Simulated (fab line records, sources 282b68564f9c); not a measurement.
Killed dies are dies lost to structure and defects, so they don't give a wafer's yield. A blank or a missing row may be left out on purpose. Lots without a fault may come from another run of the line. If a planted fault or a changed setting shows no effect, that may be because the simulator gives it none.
fab line records | flow rit_cmos
[record] lots = 7 | wafers = 21 | last_day = 7
route steps=202 shown PSD@150 SDANNEAL@153 NSD@158 PLDD@159 NLDD@160 SILICIDE@161 M1@202
lots that met no fault: from a run of the same line without faults
start_h: hours from the record's opening day to when the first of the lot's shown wafers began | wait_h: time in hours since the lot's previous step | " identical to the entry in the row above | L1.1+2: several wafers, shown together as one row | - no value, or no start was given | * or withheld: withheld | < > ~ a bound
route shown NAME@n: NAME is a module with steps in the file, n the number in the route of the first one | usual: mean/standard deviation of fault-free wafers | same: alike in all rows | chamber/n: place in a boat | sites: each site's reading | _std_site: their standard deviation | _edge_site: outer sites' mean less inner sites' | radius_mm: for every site, how far away it sits from the centre of the wafer | mask NAME#n: copy n | behind: the tool/chamber that last shaped the wafer | hold: what put the lot on hold/how long, in hours/how the hold closed | device: which transistor (n, p or np) failed to switch | end of line: the tests these same wafers got at the end of their route | step lacking rows: just its recipe | killed: the dies lost at the first sort to structure and to defects; this is not the yield of the wafer | map: the dies of a wafer, with x for killed, . for not killed, _ for no die there
set.NAME: the setting as run; set.NAME@STEP: as run at that earlier step | model.NAME: the simulator's own value behind a step, which no gauge read
lots at some steps of the route; a table a step, a row a wafer
services: when a tool's chamber went out of use (start_h, in hours from the record's first day, below 0 if earlier), for how many hours, and the reason
[[steps]]
[step RIT_PSD_IMPLANT_08]
[recipe] species = BF2 | energy_kev = 27 | dose_cm2 = 5e+15 | tilt_deg = 7
[step RIT_PSD_STRIP_09]
[recipe] chemistry = O2 | time_s = 180 | resist = NOVOLAK | platen_temp_c = withheld | power_w = 500 | pressure_mtorr = 4000 | o2_flow_sccm = 4000
[usual] drypump_motor_current_A = 5.63/0.19
lot.wafer | tool            | chamber | start_h | wait_h | drypump_motor_current_A | rf_hours_counter_h
L940.3    | plasma_asher-01 | 1       | 71.33   | 0.1    | 5.69                    | -
L940.4    | "               | 0       | "       | "      | 5.71                    | -
L940.5    | "               | 0       | "       | "      | 5.72                    | -
L946.2    | plasma_asher-03 | 1       | 104.87  | 0.1    | 5.68                    | 46
L946.3    | "               | 1       | "       | "      | 5.63                    | -
L946.4    | "               | 0       | "       | "      | 5.90                    | -
L947.1    | plasma_asher-01 | 1       | 107.26  | 0.1    | 5.66                    | 45
L947.5    | "               | 0       | "       | "      | 5.70                    | -
L947.6    | "               | 1       | "       | "      | 5.66                    | -
L948.4    | plasma_asher-04 | 1       | 114.45  | 0.1    | 5.27                    | -
L948.5    | "               | 0       | "       | "      | 5.62                    | -
L948.6    | "               | 1       | "       | "      | 5.24                    | -
L951.1    | plasma_asher-01 | 0       | 131.81  | 0.1    | 5.72                    | 1
L951.2    | "               | 1       | "       | "      | 5.65                    | 1
L951.5    | "               | 0       | "       | "      | 5.73                    | -
L953.1    | plasma_asher-03 | 0       | 140.83  | 0.1    | 5.90                    | 50
L953.2    | "               | 1       | "       | "      | 5.66                    | 50
L953.3    | "               | 1       | "       | "      | 5.65                    | -
L955.3    | plasma_asher-03 | 1       | 152.91  | 0.1    | 5.61                    | -
L955.5    | "               | 1       | "       | "      | 5.63                    | -
L955.6    | "               | 0       | "       | "      | 5.90                    | -
[step RIT_PSD_TW_MEAS_10]
[usual] PSD_TW = 3413/22
lot.wafer | tool          | chamber | start_h | wait_h | PSD_TW
L940.3    | film_metro-02 | -       | 71.47   | 0.1    | 3415
L940.4    | "             | -       | "       | "      | 3397
L940.5    | "             | -       | "       | "      | 3402
L946.2    | film_metro-04 | -       | 105.05  | 0.1    | 3380
L946.3    | "             | -       | "       | "      | 3394
L946.4    | "             | -       | "       | "      | 3383
L947.1    | film_metro-03 | -       | 107.43  | 0.1    | 3421
L947.5    | "             | -       | "       | "      | 3426
L947.6    | "             | -       | "       | "      | 3405
L948.4    | film_metro-04 | -       | 114.59  | 0.1    | 3398
L948.5    | "             | -       | "       | "      | 3403
L948.6    | "             | -       | "       | "      | 3399
L951.1    | film_metro-02 | -       | 131.98  | 0.1    | 3384
L951.2    | "             | -       | "       | "      | 3382
L951.5    | "             | -       | "       | "      | 3380
L953.1    | film_metro-03 | -       | 141.01  | 0.1    | 3439
L953.2    | "             | -       | "       | "      | 3431
L953.3    | "             | -       | "       | "      | 3465
L955.3    | film_metro-02 | -       | 153.05  | 0.1    | 3437
L955.5    | "             | -       | "       | "      | 3430
L955.6    | "             | -       | "       | "      | 3429
[step RIT_SDANNEAL_CLEAN_00]
[recipe] chemistry = SC1 | mix = 3:3:50 | time_s = 608.5 | temp_c = 75
[step RIT_SDANNEAL_CLEAN_01]
[recipe] chemistry = dHF | dilution = 50:1 | time_s = 30
[step RIT_SDANNEAL_CLEAN_02]
[recipe] chemistry = SC2 | mix = 3:3:50 | time_s = 600 | temp_c = 75 | dry = n2_spin
[step RIT_SDANNEAL_RTA_03]
[recipe] temp_c = 1050 | time_s = 5 | idle_temp_c = 600 | ramp_up_c_per_s = 342 | ramp_down_c_per_s = 171 | cool_to_c = 600 | ambient = N2
[usual] wafer_temp_C_max = 1053.5/1.2
lot.wafer | tool          | chamber | start_h | wait_h | wafer_temp_C_max
L940.3    | rtp_anneal-02 | 0       | 71.93   | 0.0    | 1053.2
L940.4    | "             | 0       | "       | "      | 1053.0
L940.5    | "             | 0       | "       | "      | 1052.0
L946.2    | rtp_anneal-02 | 0       | 105.48  | 0.0    | 1055.0
L946.3    | "             | 0       | "       | "      | 1053.9
L946.4    | "             | 0       | "       | "      | 1053.5
L947.1    | rtp_anneal-01 | 0       | 107.90  | 0.0    | 1053.1
L947.5    | "             | 0       | "       | "      | 1052.2
L947.6    | "             | 0       | "       | "      | 1052.2
L948.4    | rtp_anneal-02 | 0       | 115.02  | 0.0    | 1051.8
L948.5    | "             | 0       | "       | "      | 1053.6
L948.6    | "             | 0       | "       | "      | 1053.8
L951.1    | rtp_anneal-01 | 0       | 132.44  | 0.0    | 1052.0
L951.2    | "             | 0       | "       | "      | 1054.7
L951.5    | "             | 0       | "       | "      | 1055.1
L953.1    | rtp_anneal-01 | 0       | 141.47  | 0.0    | 1050.4
L953.2    | "             | 0       | "       | "      | 1054.0
L953.3    | "             | 0       | "       | "      | 1053.9
L955.3    | rtp_anneal-01 | 0       | 153.49  | 0.0    | 1052.7
L955.5    | "             | 0       | "       | "      | 1052.8
L955.6    | "             | 0       | "       | "      | 1056.5
[step RIT_SDANNEAL_RS_MEAS_04]
[recipe] thk_meas_gauge = four-point-probe
[usual] PSD_RS = 116.0/0.36
lot.wafer | tool          | chamber | start_h | wait_h | PSD_RS[ohm/sq]
L940.3    | film_metro-02 | -       | 72.01   | 0.1    | 116.2
L940.4    | "             | -       | "       | "      | 115.8
L940.5    | "             | -       | "       | "      | 115.7
L946.2    | film_metro-03 | -       | 105.55  | 0.1    | 115.8
L946.3    | "             | -       | "       | "      | 115.9
L946.4    | "             | -       | "       | "      | 115.9
L947.1    | film_metro-04 | -       | 107.96  | 0.0    | 115.9
L947.5    | "             | -       | "       | "      | 115.5
L947.6    | "             | -       | "       | "      | 115.7
L948.4    | film_metro-02 | -       | 115.11  | 0.1    | 115.7
L948.5    | "             | -       | "       | "      | 116.1
L948.6    | "             | -       | "       | "      | 115.6
L951.1    | film_metro-02 | -       | 132.50  | 0.0    | 115.6
L951.2    | "             | -       | "       | "      | 115.6
L951.5    | "             | -       | "       | "      | 115.7
L953.1    | film_metro-04 | -       | 141.53  | 0.0    | 115.7
L953.2    | "             | -       | "       | "      | 115.7
L953.3    | "             | -       | "       | "      | 115.7
L955.3    | film_metro-03 | -       | 153.57  | 0.1    | 116.8
L955.5    | "             | -       | "       | "      | 116.4
L955.6    | "             | -       | "       | "      | 116.6
[step RIT_SDANNEAL_RS_MEAS_05]
[recipe] thk_meas_gauge = four-point-probe
[usual] NSD_RS = 84.68/0.3
lot.wafer | tool          | chamber | start_h | wait_h | NSD_RS[ohm/sq]
L940.3    | film_metro-02 | -       | 72.13   | 0.1    | 84.64
L940.4    | "             | -       | "       | "      | 84.35
L940.5    | "             | -       | "       | "      | 84.57
L946.2    | film_metro-03 | -       | 105.67  | 0.1    | 84.72
L946.3    | "             | -       | "       | "      | 84.66
L946.4    | "             | -       | "       | "      | 84.78
L947.1    | film_metro-04 | -       | 108.08  | 0.1    | 84.40
L947.5    | "             | -       | "       | "      | 84.40
L947.6    | "             | -       | "       | "      | 83.97
L948.4    | film_metro-02 | -       | 115.23  | 0.1    | 84.82
L948.5    | "             | -       | "       | "      | 84.92
L948.6    | "             | -       | "       | "      | 84.56
L951.1    | film_metro-02 | -       | 132.62  | 0.1    | 84.37
L951.2    | "             | -       | "       | "      | 84.60
L951.5    | "             | -       | "       | "      | 84.18
L953.1    | film_metro-04 | -       | 141.65  | 0.1    | 84.85
L953.2    | "             | -       | "       | "      | 84.90
L953.3    | "             | -       | "       | "      | 84.72
L955.3    | film_metro-03 | -       | 153.69  | 0.1    | 84.72
L955.5    | "             | -       | "       | "      | 85.04
L955.6    | "             | -       | "       | "      | 84.87
[step RIT_SDANNEAL_RS_MEAS_06]
[recipe] thk_meas_gauge = four-point-probe
[usual] PLDD_RS = 178.4/0.58
lot.wafer | tool          | chamber | start_h | wait_h | PLDD_RS[ohm/sq]
L940.3    | film_metro-02 | -       | 72.25   | 0.1    | 177.7
L940.4    | "             | -       | "       | "      | 177.5
L940.5    | "             | -       | "       | "      | 177.8
L946.2    | film_metro-03 | -       | 105.79  | 0.1    | 178.1
L946.3    | "             | -       | "       | "      | 178.5
L946.4    | "             | -       | "       | "      | 178.5
L947.1    | film_metro-04 | -       | 108.20  | 0.1    | 178.1
L947.5    | "             | -       | "       | "      | 177.4
L947.6    | "             | -       | "       | "      | 177.8
L948.4    | film_metro-02 | -       | 115.35  | 0.1    | 178.7
L948.5    | "             | -       | "       | "      | 178.4
L948.6    | "             | -       | "       | "      | 178.5
L951.1    | film_metro-02 | -       | 132.74  | 0.1    | 178.2
L951.2    | "             | -       | "       | "      | 177.9
L951.5    | "             | -       | "       | "      | 178.3
L953.1    | film_metro-04 | -       | 141.77  | 0.1    | 178.1
L953.2    | "             | -       | "       | "      | 177.8
L953.3    | "             | -       | "       | "      | 177.9
L955.3    | film_metro-03 | -       | 153.81  | 0.1    | 179.3
L955.5    | "             | -       | "       | "      | 179.5
L955.6    | "             | -       | "       | "      | 179.6
[step RIT_SDANNEAL_RS_MEAS_07]
[recipe] thk_meas_gauge = four-point-probe
[usual] NLDD_RS = 151.7/0.61
lot.wafer | tool          | chamber | start_h | wait_h | NLDD_RS[ohm/sq]
L940.3    | film_metro-02 | -       | 72.37   | 0.1    | 152.4
L940.4    | "             | -       | "       | "      | 151.8
L940.5    | "             | -       | "       | "      | 152.3
L946.2    | film_metro-03 | -       | 105.91  | 0.1    | 151.5
L946.3    | "             | -       | "       | "      | 152.4
L946.4    | "             | -       | "       | "      | 151.9
L947.1    | film_metro-04 | -       | 108.32  | 0.1    | 151.9
L947.5    | "             | -       | "       | "      | 152.3
L947.6    | "             | -       | "       | "      | 151.8
L948.4    | film_metro-02 | -       | 115.47  | 0.1    | 152.3
L948.5    | "             | -       | "       | "      | 152.5
L948.6    | "             | -       | "       | "      | 151.9
L951.1    | film_metro-02 | -       | 132.86  | 0.1    | 151.5
L951.2    | "             | -       | "       | "      | 151.1
L951.5    | "             | -       | "       | "      | 151.5
L953.1    | film_metro-04 | -       | 141.89  | 0.1    | 150.7
L953.2    | "             | -       | "       | "      | 151.9
L953.3    | "             | -       | "       | "      | 152.1
L955.3    | film_metro-03 | -       | 153.93  | 0.1    | 152.4
L955.5    | "             | -       | "       | "      | 152.4
L955.6    | "             | -       | "       | "      | 153.0
[step RIT_SILICIDE_WET_ETCH_00]
[recipe] chemistry = BOE | target = SiO2 | target_depth_nm = 14 | time_s = 15 | dry = n2_spin | dilution = 10:1 | temp_c = 21.5
[step RIT_SILICIDE_SPUTTER_01]
[recipe] material = Ti | target_thk_nm = 30 | power_w = 338.1 | chamber_pressure_pa = 0.667 | gas = Ar | time_s = 240 | substrate_temp_c = 25
[usual] cathode_dc_power_W = 338.10/0.064 | chamber_pressure_pa = 0.6670/0.0013 | throttle_valve_pct = 30.0/1.1
lot.wafer | tool           | chamber | start_h | wait_h | cathode_dc_power_W | chamber_pressure_pa | throttle_valve_pct
L940.3    | pvd_sputter-01 | -       | 72.46   | 0.0    | 338.11             | 0.6681              | 31.9
L940.4    | "              | -       | "       | "      | 338.17             | 0.6660              | 29.7
L940.5    | "              | -       | "       | "      | 338.05             | 0.6671              | 29.9
L946.2    | pvd_sputter-01 | -       | 106.02  | 0.0    | -                  | -                   | -
L946.3    | "              | -       | "       | "      | -                  | -                   | -
L946.4    | "              | -       | "       | "      | -                  | -                   | -
L947.1    | pvd_sputter-02 | -       | 108.45  | 0.0    | -                  | -                   | -
L947.5    | "              | -       | "       | "      | -                  | -                   | -
L947.6    | "              | -       | "       | "      | -                  | -                   | -
L948.4    | pvd_sputter-01 | -       | 115.54  | 0.0    | -                  | -                   | -
L948.5    | "              | -       | "       | "      | -                  | -                   | -
L948.6    | "              | -       | "       | "      | -                  | -                   | -
L951.1    | pvd_sputter-03 | -       | 132.99  | 0.0    | 338.17             | 0.6676              | 30.2
L951.2    | "              | -       | "       | "      | 338.07             | 0.6678              | 30.3
L951.5    | "              | -       | "       | "      | 338.10             | 0.6682              | 30.3
L953.1    | pvd_sputter-03 | -       | 142.02  | 0.0    | 338.09             | 0.6680              | 29.0
L953.2    | "              | -       | "       | "      | 338.03             | 0.6671              | 30.2
L953.3    | "              | -       | "       | "      | 338.13             | 0.6668              | 30.4
L955.3    | pvd_sputter-03 | -       | 154.02  | 0.0    | 338.07             | 0.6659              | 28.9
L955.5    | "              | -       | "       | "      | 338.13             | 0.6676              | 30.3
L955.6    | "              | -       | "       | "      | 338.20             | 0.6674              | 30.2
[step RIT_SILICIDE_RS_MEAS_02]
[recipe] thk_meas_gauge = four-point-probe | reads = Ti_of_SILICIDE_SPUTTER_01
[usual] SILICIDE_TI_RS = 50.1/0.8
lot.wafer | tool          | chamber | start_h | wait_h | SILICIDE_TI_RS[ohm/sq]
L940.3    | film_metro-01 | -       | 72.65   | 0.1    | 50.0
L940.4    | "             | -       | "       | "      | 50.4
L940.5    | "             | -       | "       | "      | 49.6
L946.2    | film_metro-01 | -       | 106.19  | 0.1    | -
L946.3    | "             | -       | "       | "      | -
L946.4    | "             | -       | "       | "      | -
L947.1    | film_metro-01 | -       | 108.60  | 0.1    | -
L947.5    | "             | -       | "       | "      | -
L947.6    | "             | -       | "       | "      | -
L948.4    | film_metro-01 | -       | 115.75  | 0.1    | -
L948.5    | "             | -       | "       | "      | -
L948.6    | "             | -       | "       | "      | -
L951.1    | film_metro-04 | -       | 133.16  | 0.1    | 49.9
L951.2    | "             | -       | "       | "      | 48.8
L951.5    | "             | -       | "       | "      | 49.4
L953.1    | film_metro-03 | -       | 142.17  | 0.1    | 51.4
L953.2    | "             | -       | "       | "      | 51.0
L953.3    | "             | -       | "       | "      | 51.7
L955.3    | film_metro-03 | -       | 154.21  | 0.1    | 49.9
L955.5    | "             | -       | "       | "      | 50.6
L955.6    | "             | -       | "       | "      | 49.5
[step RIT_SILICIDE_THK_MEAS_03]
[recipe] thk_meas_gauge = xrf | reads = Ti_of_SILICIDE_SPUTTER_01
[usual] SILICIDE_TI_THK = 29.1/0.4
lot.wafer | tool          | chamber | start_h | wait_h | SILICIDE_TI_THK[nm]
L940.3    | film_metro-01 | -       | 72.75   | 0.1    | 29.0
L940.4    | "             | -       | "       | "      | 28.8
L940.5    | "             | -       | "       | "      | 29.4
L946.2    | film_metro-01 | -       | 106.30  | 0.1    | <0.0
L946.3    | "             | -       | "       | "      | <0.0
L946.4    | "             | -       | "       | "      | <0.0
L947.1    | film_metro-01 | -       | 108.72  | 0.1    | <0.0
L947.5    | "             | -       | "       | "      | <0.0
L947.6    | "             | -       | "       | "      | <0.0
L948.4    | film_metro-01 | -       | 115.84  | 0.1    | <0.0
L948.5    | "             | -       | "       | "      | <0.0
L948.6    | "             | -       | "       | "      | <0.0
L951.1    | film_metro-04 | -       | 133.28  | 0.1    | 28.9
L951.2    | "             | -       | "       | "      | 29.7
L951.5    | "             | -       | "       | "      | 29.3
L953.1    | film_metro-03 | -       | 142.29  | 0.1    | 28.8
L953.2    | "             | -       | "       | "      | 28.9
L953.3    | "             | -       | "       | "      | 28.6
L955.3    | film_metro-03 | -       | 154.31  | 0.1    | 29.3
L955.5    | "             | -       | "       | "      | 29.1
L955.6    | "             | -       | "       | "      | 29.7
[step RIT_SILICIDE_RTA_04]
[recipe] temp_c = 650 | time_s = 10 | idle_temp_c = 25 | ramp_up_s = 5 | ramp_down_s = 5 | cool_to_c = 25 | ambient = N2
[usual] wafer_temp_C_max = 653.4/1
lot.wafer | tool          | chamber | start_h | wait_h | wafer_temp_C_max
L940.3    | rtp_anneal-01 | 0       | 72.81   | 0.1    | 653.4
L940.4    | "             | 0       | "       | "      | 653.7
L940.5    | "             | 0       | "       | "      | 653.1
L946.2    | rtp_anneal-01 | 0       | 106.36  | 0.1    | 652.9
L946.3    | "             | 0       | "       | "      | 652.8
L946.4    | "             | 0       | "       | "      | 654.2
L947.1    | rtp_anneal-02 | 0       | 108.78  | 0.1    | 652.8
L947.5    | "             | 0       | "       | "      | 652.2
L947.6    | "             | 0       | "       | "      | 652.2
L948.4    | rtp_anneal-01 | 0       | 115.91  | 0.1    | 653.5
L948.5    | "             | 0       | "       | "      | 654.0
L948.6    | "             | 0       | "       | "      | 655.5
L951.1    | rtp_anneal-02 | 0       | 133.34  | 0.1    | 652.5
L951.2    | "             | 0       | "       | "      | 653.1
L951.5    | "             | 0       | "       | "      | 653.1
L953.1    | rtp_anneal-02 | 0       | 142.35  | 0.1    | 652.3
L953.2    | "             | 0       | "       | "      | 653.3
L953.3    | "             | 0       | "       | "      | 652.1
L955.3    | rtp_anneal-02 | 0       | 154.37  | 0.1    | 652.1
L955.5    | "             | 0       | "       | "      | 652.3
L955.6    | "             | 0       | "       | "      | 651.9
[step RIT_M1_PROBE_99]
[usual] killed_at_front_end = 6.9/2.9 | killed_dies = 7.0/2.9 | killed_on_rim = 1.9/1.4 | killed_open = 3.4/2.1 | killed_short = 3.5/1.8
[same] gross_dies = 264 | killed_at_M0_to_M3 = 0 | killed_at_M4_up = 0 | killed_at_back_side = 0 | killed_at_contacts = 0 | killed_at_other = 0
lot.wafer | tool      | chamber | start_h | wait_h | killed_at_front_end | killed_dies | killed_on_rim | killed_open | killed_short
L940.3    | prober-01 | -       | 79.80   | 0.2    | 6                   | 6           | 3             | 3           | 3
L940.4    | prober-01 | -       | 79.85   | 0.2    | 10                  | 10          | 4             | 4           | 6
L940.5    | prober-01 | -       | 79.90   | 0.2    | 5                   | 5           | 1             | 0           | 5
L946.2    | prober-01 | -       | 112.97  | 0.1    | 264                 | 264         | 70            | 3           | 2
L946.3    | prober-01 | -       | 113.02  | 0.2    | 264                 | 264         | 70            | 6           | 0
L946.4    | prober-01 | -       | 113.07  | 0.2    | 264                 | 264         | 70            | 3           | 5
L947.1    | prober-02 | -       | 115.21  | 0.1    | 264                 | 264         | 70            | 1           | 3
L947.5    | prober-02 | -       | 115.41  | 0.2    | 264                 | 264         | 70            | 0           | 2
L947.6    | prober-02 | -       | 115.46  | 0.2    | 264                 | 264         | 70            | 0           | 1
L948.4    | prober-01 | -       | 122.68  | 0.2    | 264                 | 264         | 70            | 3           | 2
L948.5    | prober-01 | -       | 122.73  | 0.2    | 264                 | 264         | 70            | 1           | 7
L948.6    | prober-01 | -       | 122.78  | 0.2    | 264                 | 264         | 70            | 2           | 4
L951.1    | prober-02 | -       | 139.95  | 0.1    | 6                   | 6           | 2             | 2           | 4
L951.2    | prober-02 | -       | 140.00  | 0.1    | 5                   | 5           | 1             | 2           | 3
L951.5    | prober-02 | -       | 140.15  | 0.2    | 7                   | 7           | 0             | 2           | 5
L953.1    | prober-02 | -       | 148.94  | 0.1    | 6                   | 6           | 2             | 5           | 1
L953.2    | prober-02 | -       | 148.99  | 0.1    | 6                   | 6           | 1             | 2           | 4
L953.3    | prober-02 | -       | 149.04  | 0.2    | 11                  | 11          | 2             | 4           | 7
// killed by level:class
L940.3 REOX:geometric_particle:open=3 FOX1:geometric_particle:short=2 GATE:geometric_particle:short=1
L940.4 GATE:geometric_particle:open=3 GATE:geometric_particle:short=2 FOX2:geometric_particle:open=1 FOX2:geometric_particle:short=1 REOX:geometric_particle:short=1 SPACER:geometric_particle:short=1 SILICIDE:geometric_particle:short=1
L940.5 FOX2:geometric_particle:short=2 GATE:geometric_particle:short=1 REOX:geometric_particle:short=1 SILICIDE:geometric_particle:short=1
L946.2 SILICIDE:area_sputter=259 GATE:geometric_particle:short=2 FOX1:geometric_particle:open=1 FOX2:geometric_particle:open=1 GATE:geometric_particle:open=1
L946.3 SILICIDE:area_sputter=258 GATE:geometric_particle:open=4 REOX:geometric_particle:open=1 SPACER:geometric_particle:open=1
L946.4 SILICIDE:area_sputter=256 GATE:geometric_particle:short=3 GATE:geometric_particle:open=1 REOX:geometric_particle:open=1 REOX:geometric_particle:short=1 SPACER:geometric_particle:short=1 SPACER:geometric_particle:open=1
L947.1 SILICIDE:area_sputter=260 GATE:geometric_particle:short=1 GATE:geometric_particle:open=1 REOX:geometric_particle:short=1 SPACER:geometric_particle:short=1
L947.5 SILICIDE:area_sputter=262 REOX:geometric_particle:short=1 SPACER:geometric_particle:short=1
L947.6 SILICIDE:area_sputter=263 REOX:geometric_particle:short=1
L948.4 SILICIDE:area_sputter=259 FOX2:geometric_particle:short=2 FOX1:geometric_particle:open=1 FOX2:geometric_particle:open=1 GATE:geometric_particle:open=1
L948.5 SILICIDE:area_sputter=256 SPACER:geometric_particle:short=3 FOX1:geometric_particle:short=2 GATE:geometric_particle:short=1 REOX:geometric_particle:short=1 SPACER:geometric_particle:open=1
L948.6 SILICIDE:area_sputter=258 GATE:geometric_particle:short=2 GATE:geometric_particle:open=2 FOX2:geometric_particle:short=1 REOX:geometric_particle:short=1
L951.1 GATE:geometric_particle:open=2 GATE:geometric_particle:short=2 SILICIDE:geometric_particle:short=2
L951.2 FOX1:geometric_particle:open=1 FOX2:geometric_particle:short=1 GATE:geometric_particle:short=1 SPACER:geometric_particle:short=1 SILICIDE:geometric_particle:open=1
L951.5 GATE:geometric_particle:short=2 GATE:geometric_particle:open=2 FOX2:geometric_particle:short=1 REOX:geometric_particle:short=1 SPACER:geometric_particle:short=1
L953.1 GATE:geometric_particle:open=3 REOX:geometric_particle:open=2 REOX:geometric_particle:short=1
L953.2 GATE:geometric_particle:short=3 ACTIVE:geometric_particle:open=1 REOX:geometric_particle:short=1 SILICIDE:geometric_particle:open=1
L953.3 GATE:geometric_particle:short=4 GATE:geometric_particle:open=3 FOX2:geometric_particle:short=2 FOX1:geometric_particle:short=1 REOX:geometric_particle:open=1
// map L946.2 (x killed, . not)
________xxxxxxx_______
_____xxxxxxxxxxxxx____
____xxxxxxxxxxxxxxx___
___xxxxxxxxxxxxxxxxx__
__xxxxxxxxxxxxxxxxxxx_
__xxxxxxxxxxxxxxxxxxx_
_xxxxxxxxxxxxxxxxxxxxx
_xxxxxxxxxxxxxxxxxxxxx
_xxxxxxxxxxxxxxxxxxxxx
_xxxxxxxxxxxxxxxxxxxxx
__xxxxxxxxxxxxxxxxxxx_
__xxxxxxxxxxxxxxxxxxx_
___xxxxxxxxxxxxxxxxx__
____xxxxxxxxxxxxxxx___
_____xxxxxxxxxxxxx____
________xxxxxxx_______
// map L947.1 (x killed, . not)
________xxxxxxx_______
_____xxxxxxxxxxxxx____
____xxxxxxxxxxxxxxx___
___xxxxxxxxxxxxxxxxx__
__xxxxxxxxxxxxxxxxxxx_
__xxxxxxxxxxxxxxxxxxx_
_xxxxxxxxxxxxxxxxxxxxx
_xxxxxxxxxxxxxxxxxxxxx
_xxxxxxxxxxxxxxxxxxxxx
_xxxxxxxxxxxxxxxxxxxxx
__xxxxxxxxxxxxxxxxxxx_
__xxxxxxxxxxxxxxxxxxx_
___xxxxxxxxxxxxxxxxx__
____xxxxxxxxxxxxxxx___
_____xxxxxxxxxxxxx____
________xxxxxxx_______
[[services]]
tool            | chamber | start_h | hours | kind
pvd_sputter-01  | -       | 56.12   | 2.3   | repair
pvd_sputter-03  | -       | 71.73   | 3.0   | repair
plasma_asher-01 | -       | 108.75  | 9.0   | pm
plasma_asher-01 | 0       | 108.75  | 9.0   | vent_cycle
plasma_asher-01 | 1       | 108.75  | 9.0   | vent_cycle
plasma_asher-01 | 0       | 117.75  | -     | clean
plasma_asher-01 | 1       | 117.75  | -     | clean
plasma_asher-04 | -       | 143.32  | 2.8   | pm
[[key]]
[first_sign] step = RIT_SILICIDE_SPUTTER_01 | reading = tool_record | direction = missing
[effect] step = RIT_SILICIDE_RS_MEAS_02 | reading = SILICIDE_TI_RS | direction = missing
[effect] step = RIT_SILICIDE_THK_MEAS_03 | reading = SILICIDE_TI_THK | direction = down | sigmas = 73 | usual = 29.1 | struck = <0.0
[effect] step = RIT_M1_PROBE_99 | reading = killed_at_front_end | direction = up | sigmas = 88 | usual = 6.9 | struck = 264
[more_kills_born_at] RIT_SILICIDE_SPUTTER_01@pvd_sputter-01 = 1542 | RIT_SILICIDE_SPUTTER_01@pvd_sputter-02 = 785
met_at RIT_SILICIDE_SPUTTER_01
struck_wafers L946.2,L946.3,L946.4,L947.1,L947.5,L947.6,L948.4,L948.5,L948.6
later_rows_left_out L946.2,L946.3,L946.4,L947.1,L947.5,L947.6,L948.4,L948.5,L948.6
tester_left_out L946,L947,L948
onset_between 72.46 106.02
[fault] kind = skipped_step_whole | tool = pvd_sputter-01,pvd_sputter-02 | chamber = - | onset_h = 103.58 | steps = RIT_SILICIDE_SPUTTER_01 | scope = struck_lots_only
// tester_left_out: of these lots the tester's yield and bins aren't shown, on N5 and GAA mostly nor the transistor test; their killed dies are dies lost to structure and defects alone, not to doping, threshold or leakage, so they don't give the yield
// later_rows_left_out: the simulator's readings of these wafers behind a module that went badly wrong aren't trusted and aren't shown, but for the sort
